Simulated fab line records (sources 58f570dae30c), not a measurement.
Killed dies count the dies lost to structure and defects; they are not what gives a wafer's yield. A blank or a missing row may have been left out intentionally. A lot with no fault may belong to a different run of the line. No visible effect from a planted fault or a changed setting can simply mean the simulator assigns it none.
Lot-split experiment    flow berkeley cmos170    route with 331 steps; 5 lots, 23 wafers read

== ABOUT THE SPLIT ==
At UCB170_NSD_PEB_04, the setting peb temp c was moved away from the recipe's 130 C on 9 of the 23 wafers read, by +1.0% to +2.8%. This setting was run at the recipe's value on the other wafers.

== FROM THE SPLIT ON TO THE READING: in between, the file shows 1 step ==
- UCB170_NSD_DEVELOP_05: develop time 45 s

== THE READING ==
cd nm, in nm, at UCB170_NSD_CD_MEAS_06 (target cd 1200 nm). On this fab line, fault-free wafers typically give 1201.0 nm with a standard deviation of 1.5 nm.

wafer   tool, chamber at the split  peb temp c as run, C  against the recipe  cd nm, nm  against lot-mates on the recipe
L077.1  litho track-03, 0           132.4                 +1.8%               1213.6     +13.2
L077.2  litho track-03, 0           132.4                 +1.8%               1213.9     +13.6
L077.4  litho track-03, 0           130                   recipe              1199.7     -
L077.5  litho track-03, 0           132.4                 +1.8%               1213.7     +13.4
L077.6  litho track-03, 0           130                   recipe              1201.0     -
L081.1  litho track-01, 0           130                   recipe              1203.9     -
L081.2  litho track-01, 0           130                   recipe              1204.1     -
L081.6  litho track-01, 0           130                   recipe              1203.9     -
L085.1  litho track-02, 0           130                   recipe              1202.2     -
L085.2  litho track-02, 0           130                   recipe              1201.2     -
L085.4  litho track-02, 0           131.3                 +1.0%               1209.9     +7.9
L085.5  litho track-02, 0           131.3                 +1.0%               1210.6     +8.6
L085.6  litho track-02, 0           130                   recipe              1202.7     -
L082.1  litho track-01, 0           133.6                 +2.8%               1220.0     +19.5
L082.2  litho track-01, 0           130                   recipe              1201.6     -
L082.4  litho track-01, 0           130                   recipe              1200.5     -
L082.5  litho track-01, 0           133.6                 +2.8%               1221.8     +21.3
L082.6  litho track-01, 0           130                   recipe              1199.4     -
L084.1  litho track-02, 0           130                   recipe              1201.3     -
L084.3  litho track-02, 0           132.5                 +1.9%               1216.9     +14.3
L084.4  litho track-02, 0           132.5                 +1.9%               1216.8     +14.2
L084.5  litho track-02, 0           130                   recipe              1203.2     -
L084.6  litho track-02, 0           130                   recipe              1203.2     -

THE FIT
A straight line over all 23 wafers: cd nm changes by +6.92 nm for each +1% of peb temp c; r = +0.98; the points scatter about the line by 1.5 nm.
The same after taking each lot's own level away (the mean of its wafers on the recipe; 23 wafers): +7.37 nm for each +1%; r = +1.00; scatter 0.7 nm.
The reading moves by 20 nm for the largest change in peb temp c, on that fit.
Across the lots, their own levels run from 1200.35 to 1203.97 nm, a range of 2.4 times the standard deviation given above.
Consequently the slope shifts little with the lot-to-lot level, the two slopes agreeing.
Check: for one of the wafers moved furthest among these (+2.8%), held out of the fit, the line's prediction against its lot-mates is +20.7 nm. Against them it came out at +19.5 nm.

== THESE WAFERS: OTHER SPLITS ==
Note: prior to the reading, these wafers also went through further splits. Each is held against what the fit with the lots' levels taken away leaves over:
other split on the same wafers       wafers away from the commonest value  r with cd nm (lot level and that fit taken away)
UCB170_START_OXIDATION_02 ox time s  10                                    +0.15
UCB170_NWELL_IMPLANT_14 energy kev   5                                     -0.21
UCB170_PWELL_CVD_05 time s           18                                    -0.12
UCB170_PVT_COAT_01 resist thk nm     7                                     -0.43
UCB170_PLDD_COAT_01 resist thk nm    6                                     +0.32
UCB170_PLDD_IMPLANT_08 dose cm2      8                                     -0.09
UCB170_NLDD_EXPOSE_03 dose mj        7                                     +0.24
UCB170_PSD_IMPLANT_08 energy kev     6                                     -0.44

== THE FILE'S OWN FIT ==
cd nm changes by +7.41 nm for each +1% of peb temp c, r = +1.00.
